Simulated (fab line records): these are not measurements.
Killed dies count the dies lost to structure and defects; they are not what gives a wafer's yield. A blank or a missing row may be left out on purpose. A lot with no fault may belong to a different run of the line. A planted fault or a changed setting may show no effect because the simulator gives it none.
The same fault as seen by 2 desks / flow berkeley-cmos170 / only its own numbers are on each desk; what lay behind them is given at the end

TOOL OWNER'S DESK, pvd-sputter-02
The tool's own readings at UCB170_SILICIDE_SPUTTER_01 (material Ti, target thk 30 nm, time 25 s): means of the sampled wafers that have a number, for each lot that ran on this tool. Any lot whose mean is over 4 standard deviations away from the usual mean is out of limits and marked OUT; that distance is given in the brackets.
Columns: A = throttle-valve-pct at UCB170_SILICIDE_SPUTTER_01, usual 30.3 %
lot=L260; first seen here=day 7 23:26; A=30.3
lot=L261; first seen here=day 8 09:32; A=31.3
lot=L264; first seen here=day 8 22:22; A=31.0
lot=L265; first seen here=day 9 15:08; A=30.0
lot=L269; first seen here=day 10 10:08; A=29.9
lot=L274; first seen here=day 11 03:47; A=29.0
This desk's verdict: no lot among the 6 shows anything out of limits.

THE METROLOGY DESK
What the gauges read for every lot (on any tool): the sampled wafers with a number, averaged. Any lot whose mean is over 4 standard deviations away from the usual mean is out of limits and marked OUT; that distance is given in the brackets.
Columns: A = SILICIDE_TI_RS at UCB170_SILICIDE_RS_MEAS_02, usual 26.0 ohm/sq; B = SILICIDE_TI_THK at UCB170_SILICIDE_THK_MEAS_03, usual 29.9 nm; C = V1_TEOS_THK at UCB170_V1_THK_MEAS_01, usual 1998 nm
lot=L260; first seen here=day 7 23:32; A=25.9; B=29.8; C=2024
lot=L261; first seen here=day 8 09:34; A=26.5; B=29.6; C=2010
lot=L264; first seen here=day 8 22:24; A=26.8; B=29.3; C=2011
lot=L267; first seen here=day 9 12:32; A=25.8; B=30.0; C=1983
lot=L265; first seen here=day 9 15:11; A=26.1; B=29.8; C=1992
lot=L266; first seen here=day 9 15:11; A=26.1; B=29.8; C=2011
lot=L268; first seen here=day 9 15:19; A=26.2; B=30.0; C=1994
lot=L269; first seen here=day 10 10:10; A=26.1; B=29.6; C=1993
lot=L270; first seen here=day 10 10:28; A=25.6; B=30.2; C=1994
lot=L271; first seen here=day 11 03:34; A=25.9; B=30.0; C=1977
lot=L274; first seen here=day 11 03:49; A=39.6 (+36) OUT; B=21.0 (-23) OUT; C=1987
lot=L282; first seen here=day 14 01:03; A=25.9; B=30.0; C=2000
lot=L283; first seen here=day 14 09:17; A=26.2; B=30.0; C=2002
Finding of this desk: L274 out of limits, first seen on L274 at day 11 03:49 (SILICIDE_TI_RS at UCB170_SILICIDE_RS_MEAS_02). L260, L261, L264, L267, L265, L266, L268, L269, L270, L271, L282, L283 stayed within limits.

TAKEN TOGETHER
At day 11 03:49 the metrology desk could have sounded an alarm, on L274.
Nothing out of limits was seen by the tool owner's desk.
On record at the tool owner's desk: L274, within its limits.
All the named lots went through UCB170_SILICIDE_SPUTTER_01 on pvd-sputter-02.

WHAT HAD BEEN PUT IN BY THE SIMULATOR
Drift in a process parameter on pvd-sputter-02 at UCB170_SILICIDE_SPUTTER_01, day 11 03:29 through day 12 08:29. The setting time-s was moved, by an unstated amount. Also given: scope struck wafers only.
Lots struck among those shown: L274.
Hours from the fault's start to each desk's first reading out of limits: the metrology desk, 0.
